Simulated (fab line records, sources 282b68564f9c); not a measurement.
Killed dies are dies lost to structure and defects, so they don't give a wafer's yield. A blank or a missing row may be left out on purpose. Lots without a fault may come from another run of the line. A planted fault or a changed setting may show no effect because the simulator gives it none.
One fault seen from 2 desks | flow rit_cmos | each desk has only its own numbers; what lay behind them comes last

THE METROLOGY DESK
What the gauges read, lot by lot, whatever tool the lot ran on: means of the sampled wafers that have a number. A lot is out of limits, marked OUT, if its mean lies more than 4 standard deviations from the usual mean; the brackets give that distance.
Columns: A = NRETRO_TW at RIT_NRETRO_TW_MEAS_10, usual 1046
lot  | first seen here | A
L447 | day 2 09:08     | 1050
L448 | day 2 11:13     | 1045
L449 | day 2 16:58     | 1044
L450 | day 2 22:28     | 1045
L451 | day 3 04:42     | 1042
L452 | day 3 10:44     | 967 (-12) OUT
L454 | day 3 18:41     | 1046
L456 | day 4 07:58     | 966 (-12) OUT
L461 | day 5 04:06     | 1043
L465 | day 6 08:52     | 1037
L467 | day 6 14:48     | 1054
L468 | day 6 17:00     | 1056
L469 | day 6 21:27     | 1055
L470 | day 7 04:02     | 1053
This desk's finding: out of limits on L452, L456; first on L452, day 3 10:44 (NRETRO_TW at RIT_NRETRO_TW_MEAS_10). In limits: L447, L448, L449, L450, L451, L454, L461, L465, L467, L468, L469, L470.

THE TOOL OWNER'S DESK: implanter-04
The tool's own readings at RIT_NRETRO_IMPLANT_08: means of the sampled wafers that have a number, for each lot that ran on this tool. A lot is out of limits, marked OUT, if its mean lies more than 4 standard deviations from the usual mean; the brackets give that distance.
Columns: A = dose_ions_cm2 at RIT_NRETRO_IMPLANT_08, usual 1.0003e+13; B = faraday_current_uA at RIT_NRETRO_IMPLANT_08, usual 31.7
lot  | first seen here | A                            | B
L447 | day 2 08:49     | 9.9893e+12                   | 32.0
L448 | day 2 10:55     | 1.0005e+13                   | 31.9
L449 | day 2 16:40     | 9.9943e+12                   | 31.5
L450 | day 2 22:10     | 1.0001e+13                   | 32.1
L452 | day 3 10:27     | 7.8007e+12 (-99 or more) OUT | 24.8 (-11) OUT
L456 | day 4 07:39     | 7.8087e+12 (-99 or more) OUT | 24.8 (-11) OUT
L468 | day 6 16:40     | 9.9857e+12                   | 32.0
This desk's finding: out of limits on L452, L456; first on L452, day 3 10:27 (dose_ions_cm2 at RIT_NRETRO_IMPLANT_08). In limits: L447, L448, L449, L450, L468.

PUT TOGETHER
The tool owner's desk could have raised an alarm at day 3 10:27, on L452, L456.
The metrology desk could have raised an alarm at day 3 10:44, on L452, L456.
Of the lots named, all ran RIT_NRETRO_IMPLANT_08 on implanter-04.

WHAT THE SIMULATOR HAD PUT IN
Process parameter drift: implanter-04, from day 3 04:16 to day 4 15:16, at RIT_NRETRO_IMPLANT_08. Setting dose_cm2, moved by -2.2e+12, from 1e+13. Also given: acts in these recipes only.
Lots struck among those shown: L452, L456.
Hours from the fault's start to each desk's first reading out of limits: the tool owner's desk, 6; the metrology desk, 6.
